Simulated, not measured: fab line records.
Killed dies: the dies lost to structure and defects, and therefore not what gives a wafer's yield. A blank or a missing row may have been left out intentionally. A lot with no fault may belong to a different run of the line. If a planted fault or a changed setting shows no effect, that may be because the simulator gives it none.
Which tool is to blame? / flow rit cmos / 33 wafers from 11 lots sampled at 2 of the route's 202 steps

== WHAT THE GAUGES SHOWED, per wafer ==
RIT_NWELL_OVL_MEAS_06. Usual: NWELL_OVL 0.7 nm, standard deviation 1.3.
lot=L935; measured=day 1 21:17; on=overlay-01; NWELL_OVL (nm)=2.9 1.5 2.4; flag=
lot=L936; measured=day 2 02:47; on=overlay-02; NWELL_OVL (nm)=-1.5 0.6 -0.2; flag=
lot=L937; measured=day 2 11:05; on=overlay-01; NWELL_OVL (nm)=0.6 0.5 -0.5; flag=
lot=L938; measured=day 2 13:19; on=overlay-02; NWELL_OVL (nm)=0.1 -0.1 -0.7; flag=
lot=L939; measured=day 2 18:20; on=overlay-02; NWELL_OVL (nm)=-1.3 -1.7 -2.2; flag=
lot=L943; measured=day 3 14:10; on=overlay-02; NWELL_OVL (nm)=1.8 -0.1 3.2; flag=
lot=L946; measured=day 4 05:33; on=overlay-01; NWELL_OVL (nm)=-0.3 -0.6 0.0; flag=
lot=L951; measured=day 5 06:55; on=overlay-01; NWELL_OVL (nm)=0.5 0.6 1.8; flag=
lot=L953; measured=day 5 15:49; on=overlay-01; NWELL_OVL (nm)=1.1 2.3 0.9; flag=
lot=L955; measured=day 6 02:20; on=overlay-02; NWELL_OVL (nm)=-1.4 0.0 -0.5; flag=
lot=L957; measured=day 6 13:53; on=overlay-01; NWELL_OVL (nm)=0.2 1.3 -0.5; flag=

RIT_GATE_OVL_MEAS_17. Usual: GATE_OVL 0.4 nm, standard deviation 1.3.
lot=L935; measured=day 2 13:20; on=overlay-01; GATE_OVL (nm)=1.1 0.7 0.3; flag=
lot=L936; measured=day 2 19:35; on=overlay-01; GATE_OVL (nm)=0.3 1.3 0.8; flag=
lot=L937; measured=day 3 08:47; on=overlay-01; GATE_OVL (nm)=1.9 3.1 2.4; flag=
lot=L938; measured=day 3 09:04; on=overlay-02; GATE_OVL (nm)=-2.2 -1.7 -2.7; flag=
lot=L939; measured=day 3 11:37; on=overlay-02; GATE_OVL (nm)=0.7 0.3 1.5; flag=
lot=L943; measured=day 4 06:24; on=overlay-01; GATE_OVL (nm)=1.0 0.9 1.3; flag=
lot=L946; measured=day 4 23:13; on=overlay-01; GATE_OVL (nm)=1.8 1.7 1.3; flag=
lot=L951; measured=day 6 01:01; on=overlay-01; GATE_OVL (nm)=0.5 1.1 -0.2; flag=
lot=L953; measured=day 6 10:15; on=overlay-02; GATE_OVL (nm)=0.9 0.8 0.7; flag=
lot=L955; measured=day 6 18:28; on=overlay-02; GATE_OVL (nm)=-1.5 0.6 -1.7; flag=
lot=L957; measured=day 7 07:22; on=overlay-01; GATE_OVL (nm)=1.9 0.5 2.4; flag=

== WHAT TOOL EACH LOT RAN ON (gives the tool, then ch and the chambers of the sampled wafers, and finally the start) ==
The record holds no process step before these readings.

== WHAT THE TOOLS THEMSELVES READ (means of the sampled wafers that have a number; where no wafer has one, the mark that the record gives instead) ==
The record holds no such reading with a usual standard deviation.

== THE ANSWER, worked out from the rows above alone ==
Rule: a lot is off if the mean of its wafers that have a number lies more than 3 standard deviations from the usual mean. Also off: a lot with no number at a reading for which 4 or more lots have one. The other lots that the step has rows for count as sound. Order of review: gauges by route order, followed by the tools' own readings, for which a lot's mean as printed above is used. The first step at which some lot is off is used, and at that step the reading that is off furthest; a lot without a number counts as furthest.
No lot is off on any of the readings shown, so nothing can be concluded from this.

== WHAT THE SIMULATOR PUT IN ==
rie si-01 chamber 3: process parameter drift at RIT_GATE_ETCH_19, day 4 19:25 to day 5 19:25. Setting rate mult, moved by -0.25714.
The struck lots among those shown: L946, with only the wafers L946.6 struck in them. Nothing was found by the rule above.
